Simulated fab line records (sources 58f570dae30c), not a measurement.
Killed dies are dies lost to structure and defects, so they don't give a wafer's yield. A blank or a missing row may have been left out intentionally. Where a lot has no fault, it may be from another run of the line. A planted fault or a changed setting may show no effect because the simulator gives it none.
fab line records :: flow berkeley-cmos170
[record]
  lots = 7
  wafers = 21
  last-day = 13
route steps=331 shown START@3 ZERO@6 NWELL@14
lots that met no fault: taken from a fault-free run of the same line
start-h: start of the lot's first displayed wafer, in hours after the record's first day :: wait-h: hours since the lot's step before :: " as in the row above :: L1.1+2: a single row standing in for several wafers :: - no value, or no start was given :: * or withheld: withheld :: < > ~ a bound
route shown NAME@n: NAME is a module with steps in the file, n the number in the route of the first one :: usual: mean/standard deviation of fault-free wafers :: same: alike in all rows :: chamber/n: place in a boat :: sites: per-site readings :: _std_site: how widely they spread, as a standard deviation :: _edge_site: mean of outer sites minus mean of inner sites :: radius-mm: for every site, how far away it sits from the centre of the wafer :: mask NAME#n: copy n :: behind: the tool/chamber that last shaped the wafer :: hold: why the lot went on hold/how many hours it stayed there/how the hold came to an end :: device: the n, p or np transistor that did not switch :: end of line: at the end of the route, the tests of the same wafers :: a step given without rows: its recipe and nothing more :: killed: dies that structure and defects cost at the first sort, which is not the same as the wafer's yield :: map: a wafer's dies, marking killed ones x, the rest . and places with no die _
set.NAME: setting as actually run; set.NAME@STEP: the setting as run at that earlier step :: model.NAME: the simulator's own value behind a step, which no gauge read
lots at some steps of the route; a table a step, a row a wafer
services: a tool's chamber out of use, with start hour (start-h, from the record's first day; less than 0 if before it), hours out, and reason
[[steps]]
[step UCB170_START_OXIDATION_02]
[recipe]
  temp-c = 950
  ambient = O2
  target-thk-a = 200
  ox-time-s = 1800
[step UCB170_START_THK_MEAS_03]
[recipe]
  reads = SiO2_of_START_OXIDATION_02
[usual]
  START_OXIDE_THK = 20.2/0.46
lot.wafer: L320.1
tool: film-metro-03
chamber: -
start-h: 18.30
wait-h: 0.0
START_OXIDE_THK[nm]: 20.2

lot.wafer: L320.4
tool: film-metro-03
chamber: -
start-h: 18.30
wait-h: 0.0
START_OXIDE_THK[nm]: 20.1

lot.wafer: L320.6
tool: film-metro-03
chamber: -
start-h: 18.30
wait-h: 0.0
START_OXIDE_THK[nm]: 20.1

lot.wafer: L329.2
tool: film-metro-03
chamber: -
start-h: 66.99
wait-h: 0.0
START_OXIDE_THK[nm]: 19.9

lot.wafer: L329.5
tool: film-metro-03
chamber: -
start-h: 66.99
wait-h: 0.0
START_OXIDE_THK[nm]: 20.3

lot.wafer: L329.6
tool: film-metro-03
chamber: -
start-h: 66.99
wait-h: 0.0
START_OXIDE_THK[nm]: 20.3

lot.wafer: L330.2
tool: film-metro-01
chamber: -
start-h: 66.99
wait-h: 0.0
START_OXIDE_THK[nm]: 20.4

lot.wafer: L330.3
tool: film-metro-01
chamber: -
start-h: 66.99
wait-h: 0.0
START_OXIDE_THK[nm]: 20.6

lot.wafer: L330.5
tool: film-metro-01
chamber: -
start-h: 66.99
wait-h: 0.0
START_OXIDE_THK[nm]: 20.4

lot.wafer: L331.1
tool: film-metro-04
chamber: -
start-h: 74.13
wait-h: 0.0
START_OXIDE_THK[nm]: 20.4

lot.wafer: L331.2
tool: film-metro-04
chamber: -
start-h: 74.13
wait-h: 0.0
START_OXIDE_THK[nm]: 20.1

lot.wafer: L331.6
tool: film-metro-04
chamber: -
start-h: 74.13
wait-h: 0.0
START_OXIDE_THK[nm]: 20.5

lot.wafer: L337.3
tool: film-metro-01
chamber: -
start-h: 106.38
wait-h: 0.0
START_OXIDE_THK[nm]: 19.7

lot.wafer: L337.4
tool: film-metro-01
chamber: -
start-h: 106.38
wait-h: 0.0
START_OXIDE_THK[nm]: 19.3

lot.wafer: L337.6
tool: film-metro-01
chamber: -
start-h: 106.38
wait-h: 0.0
START_OXIDE_THK[nm]: 19.4

lot.wafer: L339.1
tool: film-metro-04
chamber: -
start-h: 112.86
wait-h: 0.0
START_OXIDE_THK[nm]: 19.1

lot.wafer: L339.2
tool: film-metro-04
chamber: -
start-h: 112.86
wait-h: 0.0
START_OXIDE_THK[nm]: 19.5

lot.wafer: L339.4
tool: film-metro-04
chamber: -
start-h: 112.86
wait-h: 0.0
START_OXIDE_THK[nm]: 19.4

lot.wafer: L340.2
tool: film-metro-03
chamber: -
start-h: 119.48
wait-h: 0.0
START_OXIDE_THK[nm]: 20.1

lot.wafer: L340.3
tool: film-metro-03
chamber: -
start-h: 119.48
wait-h: 0.0
START_OXIDE_THK[nm]: 19.9

lot.wafer: L340.5
tool: film-metro-03
chamber: -
start-h: 119.48
wait-h: 0.0
START_OXIDE_THK[nm]: 20.1
[step UCB170_START_ANNEAL_04]
[recipe]
  temp-c = 950
  time-s = 1200
  ambient = N2
[step UCB170_ZERO_HMDS_00]
[recipe]
  prime-time-s = 60
  prime-temp-c = 100
[step UCB170_ZERO_COAT_01]
[recipe]
  resist = KrF
  spin-rpm = 1500
  resist-thk-nm = 900
[step UCB170_ZERO_SOFTBAKE_02]
[recipe]
  resist = KrF
  temp-c = 130
  time-s = 60
[step UCB170_ZERO_EXPOSE_03]
[recipe]
  mask-id = PM_MARKS
  na = 0.5
  sigma-outer = 0.6
  source-shape = conventional
  target-cd-nm = 4000
  dose-mj = 30
[step UCB170_ZERO_PEB_04]
[recipe]
  peb-temp-c = 130
  peb-time-s = withheld
  resist = KrF
[step UCB170_ZERO_DEVELOP_05]
[recipe]
  developer = TMAH
  develop-time-s = 45
  resist = KrF
  dev-temp-c = 21
[step UCB170_ZERO_ETCH_06]
[recipe]
  chemistry = CHF3/CF4/Ar
  target = SiO2
  time-s = 12
  pressure-mtorr = 100
  rf-w = 500
  CHF3_flow_sccm = 50
  cf4-flow-sccm = 10
  Ar_flow_sccm = 120
  over-etch-frac = 1.58
[usual]
  drypump-motor-current-A = 5.8/0.46
  oes-product-au = 0.619/0.011
  rf-fwd-power-W = 491.0/2.9
  throttle-valve-pct = 9.23/0.13
lot.wafer: L320.1
tool: rie-diel-02
chamber: 2
start-h: 24.56
wait-h: -
drypump-motor-current-A: 5.3
oes-product-au: 0.623
rf-fwd-power-W: 491.2
rf-hours-counter-h: 156
throttle-valve-pct: 9.08

lot.wafer: L320.4
tool: rie-diel-02
chamber: 0
start-h: 24.56
wait-h: -
drypump-motor-current-A: 5.9
oes-product-au: 0.622
rf-fwd-power-W: 488.2
rf-hours-counter-h: -
throttle-valve-pct: 9.24

lot.wafer: L320.6
tool: rie-diel-02
chamber: 2
start-h: 24.56
wait-h: -
drypump-motor-current-A: 5.3
oes-product-au: 0.619
rf-fwd-power-W: 487.6
rf-hours-counter-h: -
throttle-valve-pct: 9.09

lot.wafer: L330.2
tool: rie-diel-02
chamber: 2
start-h: 71.91
wait-h: -
drypump-motor-current-A: 5.3
oes-product-au: 0.616
rf-fwd-power-W: 487.9
rf-hours-counter-h: 158
throttle-valve-pct: 9.09

lot.wafer: L330.3
tool: rie-diel-02
chamber: 0
start-h: 71.91
wait-h: -
drypump-motor-current-A: 5.9
oes-product-au: 0.621
rf-fwd-power-W: 487.9
rf-hours-counter-h: 24
throttle-valve-pct: 9.22

lot.wafer: L330.5
tool: rie-diel-02
chamber: 2
start-h: 71.91
wait-h: -
drypump-motor-current-A: 5.3
oes-product-au: 0.618
rf-fwd-power-W: 490.9
rf-hours-counter-h: -
throttle-valve-pct: 9.08

lot.wafer: L329.2
tool: rie-diel-03
chamber: 3
start-h: 72.19
wait-h: -
drypump-motor-current-A: 5.8
oes-product-au: 0.634
rf-fwd-power-W: 493.0
rf-hours-counter-h: 50
throttle-valve-pct: 9.21

lot.wafer: L329.5
tool: rie-diel-03
chamber: 1
start-h: 72.19
wait-h: -
drypump-motor-current-A: 6.6
oes-product-au: 0.616
rf-fwd-power-W: 488.2
rf-hours-counter-h: -
throttle-valve-pct: 9.05

lot.wafer: L329.6
tool: rie-diel-03
chamber: 2
start-h: 72.19
wait-h: -
drypump-motor-current-A: 5.5
oes-product-au: 0.612
rf-fwd-power-W: 489.4
rf-hours-counter-h: -
throttle-valve-pct: 9.47

lot.wafer: L331.1
tool: rie-diel-02
chamber: 0
start-h: 78.84
wait-h: -
drypump-motor-current-A: 5.9
oes-product-au: 0.620
rf-fwd-power-W: 491.7
rf-hours-counter-h: 25
throttle-valve-pct: 9.24

lot.wafer: L331.2
tool: rie-diel-02
chamber: 1
start-h: 78.84
wait-h: -
drypump-motor-current-A: 6.6
oes-product-au: 0.611
rf-fwd-power-W: 489.6
rf-hours-counter-h: 1
throttle-valve-pct: 9.18

lot.wafer: L331.6
tool: rie-diel-02
chamber: 3
start-h: 78.84
wait-h: -
drypump-motor-current-A: 5.7
oes-product-au: 0.632
rf-fwd-power-W: 495.8
rf-hours-counter-h: -
throttle-valve-pct: 9.32

lot.wafer: L337.3
tool: rie-diel-02
chamber: 2
start-h: 114.29
wait-h: -
drypump-motor-current-A: 5.3
oes-product-au: 0.623
rf-fwd-power-W: 489.1
rf-hours-counter-h: 160
throttle-valve-pct: 9.05

lot.wafer: L337.4
tool: rie-diel-02
chamber: 3
start-h: 114.29
wait-h: -
drypump-motor-current-A: 5.7
oes-product-au: 0.641
rf-fwd-power-W: 495.1
rf-hours-counter-h: 103
throttle-valve-pct: 9.32

lot.wafer: L337.6
tool: rie-diel-02
chamber: 1
start-h: 114.29
wait-h: -
drypump-motor-current-A: 6.5
oes-product-au: 0.613
rf-fwd-power-W: 495.5
rf-hours-counter-h: -
throttle-valve-pct: 9.16

lot.wafer: L339.1
tool: rie-diel-02
chamber: 1
start-h: 117.01
wait-h: -
drypump-motor-current-A: 6.5
oes-product-au: 0.626
rf-fwd-power-W: 491.3
rf-hours-counter-h: 3
throttle-valve-pct: 9.16

lot.wafer: L339.2
tool: rie-diel-02
chamber: 2
start-h: 117.01
wait-h: -
drypump-motor-current-A: 5.3
oes-product-au: 0.618
rf-fwd-power-W: 490.6
rf-hours-counter-h: 161
throttle-valve-pct: 9.07

lot.wafer: L339.4
tool: rie-diel-02
chamber: 0
start-h: 117.01
wait-h: -
drypump-motor-current-A: 5.9
oes-product-au: 0.622
rf-fwd-power-W: 487.9
rf-hours-counter-h: 27
throttle-valve-pct: 9.23

lot.wafer: L340.2
tool: rie-diel-03
chamber: 2
start-h: 125.78
wait-h: -
drypump-motor-current-A: 5.5
oes-product-au: 0.613
rf-fwd-power-W: 489.1
rf-hours-counter-h: 2
throttle-valve-pct: 9.48

lot.wafer: L340.3
tool: rie-diel-03
chamber: 1
start-h: 125.78
wait-h: -
drypump-motor-current-A: 6.5
oes-product-au: 0.608
rf-fwd-power-W: 488.1
rf-hours-counter-h: 107
throttle-valve-pct: 9.08

lot.wafer: L340.5
tool: rie-diel-03
chamber: 2
start-h: 125.78
wait-h: -
drypump-motor-current-A: 5.5
oes-product-au: 0.611
rf-fwd-power-W: 488.0
rf-hours-counter-h: -
throttle-valve-pct: 9.47
[step UCB170_ZERO_STRIP_07]
[recipe]
  chemistry = O2
  power-w = 400
  pressure-mtorr = 3500
  platen-temp-c = withheld
  o2-flow-sccm = 400
  overash-fraction = 0.5
[usual]
  drypump-motor-current-A = 5.7/0.32
  oes-product-au = 0.727/0.0047
  strip-time-to-endpoint-s = 21.49/0.053
lot.wafer: L320.1
tool: plasma-asher-03
chamber: 1
start-h: 24.58
wait-h: 0.0
drypump-motor-current-A: 6.3
oes-product-au: 0.724
rf-hours-counter-h: 22
strip-time-to-endpoint-s: 21.54

lot.wafer: L320.4
tool: plasma-asher-03
chamber: 1
start-h: 24.58
wait-h: 0.0
drypump-motor-current-A: 6.3
oes-product-au: 0.721
rf-hours-counter-h: -
strip-time-to-endpoint-s: 21.53

lot.wafer: L320.6
tool: plasma-asher-03
chamber: 1
start-h: 24.58
wait-h: 0.0
drypump-motor-current-A: 6.3
oes-product-au: 0.733
rf-hours-counter-h: -
strip-time-to-endpoint-s: 21.63

lot.wafer: L330.2
tool: plasma-asher-02
chamber: 1
start-h: 71.94
wait-h: 0.0
drypump-motor-current-A: 5.2
oes-product-au: 0.731
rf-hours-counter-h: 34
strip-time-to-endpoint-s: 21.48

lot.wafer: L330.3
tool: plasma-asher-02
chamber: 1
start-h: 71.94
wait-h: 0.0
drypump-motor-current-A: 5.2
oes-product-au: 0.737
rf-hours-counter-h: -
strip-time-to-endpoint-s: 21.50

lot.wafer: L330.5
tool: plasma-asher-02
chamber: 0
start-h: 71.94
wait-h: 0.0
drypump-motor-current-A: 5.5
oes-product-au: 0.726
rf-hours-counter-h: -
strip-time-to-endpoint-s: 21.49

lot.wafer: L329.2
tool: plasma-asher-03
chamber: 0
start-h: 72.21
wait-h: 0.0
drypump-motor-current-A: 5.9
oes-product-au: 0.726
rf-hours-counter-h: 27
strip-time-to-endpoint-s: 21.50

lot.wafer: L329.5
tool: plasma-asher-03
chamber: 0
start-h: 72.21
wait-h: 0.0
drypump-motor-current-A: 5.9
oes-product-au: 0.715
rf-hours-counter-h: -
strip-time-to-endpoint-s: 21.57

lot.wafer: L329.6
tool: plasma-asher-03
chamber: 1
start-h: 72.21
wait-h: 0.0
drypump-motor-current-A: 6.2
oes-product-au: 0.724
rf-hours-counter-h: -
strip-time-to-endpoint-s: 21.53

lot.wafer: L331.1
tool: plasma-asher-02
chamber: 1
start-h: 78.86
wait-h: 0.0
drypump-motor-current-A: 5.2
oes-product-au: 0.728
rf-hours-counter-h: 35
strip-time-to-endpoint-s: 21.52

lot.wafer: L331.2
tool: plasma-asher-02
chamber: 0
start-h: 78.86
wait-h: 0.0
drypump-motor-current-A: 5.5
oes-product-au: 0.731
rf-hours-counter-h: 35
strip-time-to-endpoint-s: 21.53

lot.wafer: L331.6
tool: plasma-asher-02
chamber: 1
start-h: 78.86
wait-h: 0.0
drypump-motor-current-A: 5.2
oes-product-au: 0.728
rf-hours-counter-h: -
strip-time-to-endpoint-s: 21.51

lot.wafer: L337.3
tool: plasma-asher-01
chamber: 1
start-h: 114.34
wait-h: 0.0
drypump-motor-current-A: 5.7
oes-product-au: 0.734
rf-hours-counter-h: -
strip-time-to-endpoint-s: 21.56

lot.wafer: L337.4
tool: plasma-asher-01
chamber: 0
start-h: 114.34
wait-h: 0.0
drypump-motor-current-A: 5.6
oes-product-au: 0.723
rf-hours-counter-h: -
strip-time-to-endpoint-s: 21.53

lot.wafer: L337.6
tool: plasma-asher-01
chamber: 1
start-h: 114.34
wait-h: 0.0
drypump-motor-current-A: 5.7
oes-product-au: 0.738
rf-hours-counter-h: -
strip-time-to-endpoint-s: 21.41

lot.wafer: L339.1
tool: plasma-asher-03
chamber: 1
start-h: 117.03
wait-h: 0.0
drypump-motor-current-A: 6.2
oes-product-au: 0.724
rf-hours-counter-h: 32
strip-time-to-endpoint-s: 21.53

lot.wafer: L339.2
tool: plasma-asher-03
chamber: 0
start-h: 117.03
wait-h: 0.0
drypump-motor-current-A: 5.9
oes-product-au: 0.729
rf-hours-counter-h: 32
strip-time-to-endpoint-s: 21.44

lot.wafer: L339.4
tool: plasma-asher-03
chamber: 1
start-h: 117.03
wait-h: 0.0
drypump-motor-current-A: 6.3
oes-product-au: 0.731
rf-hours-counter-h: -
strip-time-to-endpoint-s: 21.51

lot.wafer: L340.2
tool: plasma-asher-01
chamber: 0
start-h: 125.80
wait-h: 0.0
drypump-motor-current-A: 5.6
oes-product-au: 0.730
rf-hours-counter-h: 37
strip-time-to-endpoint-s: 21.47

lot.wafer: L340.3
tool: plasma-asher-01
chamber: 1
start-h: 125.80
wait-h: 0.0
drypump-motor-current-A: 5.7
oes-product-au: 0.731
rf-hours-counter-h: -
strip-time-to-endpoint-s: 21.60

lot.wafer: L340.5
tool: plasma-asher-01
chamber: 1
start-h: 125.80
wait-h: 0.0
drypump-motor-current-A: 5.7
oes-product-au: 0.729
rf-hours-counter-h: -
strip-time-to-endpoint-s: 21.57
[step UCB170_NWELL_WET_ETCH_00]
[recipe]
  chemistry = dHF
  dilution = 25:1
  target = SiO2
  temp-c = 25
  time-s = 200
[step UCB170_NWELL_OXIDATION_01]
[recipe]
  temp-c = 1000
  ambient = O2
  target-thk-a = 264
  ox-time-s = 1260
[usual]
  ox-temp-c = 1000.1/0.44
  ox-temp-c-max = 1005.2/0.97
lot.wafer: L320.1
tool: furnace-01
chamber: 0
start-h: 30.67
wait-h: 5.9
ox-temp-c: 1000.2
ox-temp-c-max: 1006.3

lot.wafer: L320.4
tool: furnace-01
chamber: 0
start-h: 30.67
wait-h: 5.9
ox-temp-c: 999.8
ox-temp-c-max: 1006.9

lot.wafer: L320.6
tool: furnace-01
chamber: 0
start-h: 30.67
wait-h: 5.9
ox-temp-c: 1000.0
ox-temp-c-max: 1004.8

lot.wafer: L329.2
tool: furnace-01
chamber: -
start-h: 73.82
wait-h: 1.4
ox-temp-c: -
ox-temp-c-max: -

lot.wafer: L329.5
tool: furnace-01
chamber: -
start-h: 73.82
wait-h: 1.4
ox-temp-c: -
ox-temp-c-max: -

lot.wafer: L329.6
tool: furnace-01
chamber: -
start-h: 73.82
wait-h: 1.4
ox-temp-c: -
ox-temp-c-max: -

lot.wafer: L330.2
tool: furnace-01
chamber: -
start-h: 73.82
wait-h: 1.7
ox-temp-c: -
ox-temp-c-max: -

lot.wafer: L330.3
tool: furnace-01
chamber: -
start-h: 73.82
wait-h: 1.7
ox-temp-c: -
ox-temp-c-max: -

lot.wafer: L330.5
tool: furnace-01
chamber: -
start-h: 73.82
wait-h: 1.7
ox-temp-c: -
ox-temp-c-max: -

lot.wafer: L331.1
tool: furnace-04
chamber: -
start-h: 80.90
wait-h: 0.3
ox-temp-c: -
ox-temp-c-max: -

lot.wafer: L331.2
tool: furnace-04
chamber: -
start-h: 80.90
wait-h: 0.3
ox-temp-c: -
ox-temp-c-max: -

lot.wafer: L331.6
tool: furnace-04
chamber: -
start-h: 80.90
wait-h: 0.3
ox-temp-c: -
ox-temp-c-max: -

lot.wafer: L337.3
tool: furnace-04
chamber: 0
start-h: 116.62
wait-h: 1.8
ox-temp-c: 1000.2
ox-temp-c-max: 1004.8

lot.wafer: L337.4
tool: furnace-04
chamber: 0
start-h: 116.62
wait-h: 1.8
ox-temp-c: 1000.5
ox-temp-c-max: 1004.9

lot.wafer: L337.6
tool: furnace-04
chamber: 0
start-h: 116.62
wait-h: 1.8
ox-temp-c: 1000.2
ox-temp-c-max: 1008.2

lot.wafer: L339.1
tool: furnace-04
chamber: 0
start-h: 120.72
wait-h: 2.5
ox-temp-c: 1000.3
ox-temp-c-max: 1005.0

lot.wafer: L339.2
tool: furnace-04
chamber: 0
start-h: 120.72
wait-h: 2.5
ox-temp-c: 1000.5
ox-temp-c-max: 1005.6

lot.wafer: L339.4
tool: furnace-04
chamber: 0
start-h: 120.72
wait-h: 2.5
ox-temp-c: 1000.3
ox-temp-c-max: 1005.2

lot.wafer: L340.2
tool: furnace-04
chamber: 0
start-h: 130.25
wait-h: 4.3
ox-temp-c: 1000.0
ox-temp-c-max: 1004.2

lot.wafer: L340.3
tool: furnace-04
chamber: 0
start-h: 130.25
wait-h: 4.3
ox-temp-c: 999.4
ox-temp-c-max: 1004.4

lot.wafer: L340.5
tool: furnace-04
chamber: 0
start-h: 130.25
wait-h: 4.3
ox-temp-c: 999.5
ox-temp-c-max: 1003.6
[step UCB170_NWELL_ANNEAL_03]
[recipe]
  temp-c = 1000
  time-s = 900
  ambient = N2
[[services]]
tool: furnace-01
chamber: -
start-h: 4.21
hours: 9.7
kind: repair

tool: rie-diel-02
chamber: 1
start-h: 23.63
hours: -
kind: clean

tool: rie-diel-02
chamber: 1
start-h: 23.63
hours: 35.7
kind: scheduled-down

tool: rie-diel-02
chamber: 1
start-h: 23.63
hours: 35.7
kind: vent-cycle

tool: furnace-04
chamber: -
start-h: 25.29
hours: 2.0
kind: pm

tool: rie-diel-03
chamber: 2
start-h: 78.26
hours: -
kind: clean

tool: rie-diel-03
chamber: 2
start-h: 78.26
hours: 21.2
kind: scheduled-down

tool: rie-diel-03
chamber: 2
start-h: 78.26
hours: 21.2
kind: vent-cycle

tool: plasma-asher-01
chamber: -
start-h: 90.36
hours: 2.6
kind: repair

tool: furnace-04
chamber: -
start-h: 97.30
hours: 3.7
kind: pm

tool: furnace-04
chamber: -
start-h: 98.25
hours: 10.2
kind: repair

tool: plasma-asher-01
chamber: -
start-h: 101.35
hours: 2.2
kind: repair

tool: rie-diel-03
chamber: 0
start-h: 120.89
hours: 7.1
kind: repair

tool: rie-diel-02
chamber: -
start-h: 121.13
hours: 0.2
kind: repair

tool: rie-diel-02
chamber: 2
start-h: 121.38
hours: -
kind: clean

tool: rie-diel-02
chamber: 2
start-h: 121.38
hours: 10.4
kind: scheduled-down

tool: rie-diel-02
chamber: 2
start-h: 121.38
hours: 10.4
kind: vent-cycle

tool: plasma-asher-01
chamber: -
start-h: 126.43
hours: 0.9
kind: repair
[[key]]
[first-sign]
  step = UCB170_NWELL_OXIDATION_01
  reading = tool-record
  direction = missing
effect none on later readings
met-at UCB170_NWELL_OXIDATION_01
struck-wafers L329.2,L329.5,L329.6,L330.2,L330.3,L330.5,L331.1,L331.2,L331.6
later-rows-left-out L329.2,L329.5,L329.6,L330.2,L330.3,L330.5,L331.1,L331.2,L331.6
sort-left-out L329.2,L329.5,L329.6,L330.2,L330.3,L330.5,L331.1,L331.2,L331.6
tester-left-out L329,L330,L331
onset-between 30.67 73.82
[fault]
  kind = skipped-step-whole
  tool = furnace-01,furnace-04
  chamber = -
  onset-h = 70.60
  steps = UCB170_NWELL_OXIDATION_01
  scope = struck-lots-only
// tester-left-out: of these lots the tester's yield and bins aren't shown, on N5 and GAA mostly nor the transistor test; their killed dies are dies lost to structure and defects alone, not to doping, threshold or leakage, so they don't give the yield
// sort-left-out: the simulated sort isn't trusted on such a fault, so these wafers' sort isn't shown, and their yield isn't known
// later-rows-left-out: the simulator's readings of these wafers behind a module that went badly wrong aren't trusted and aren't shown, but for the sort
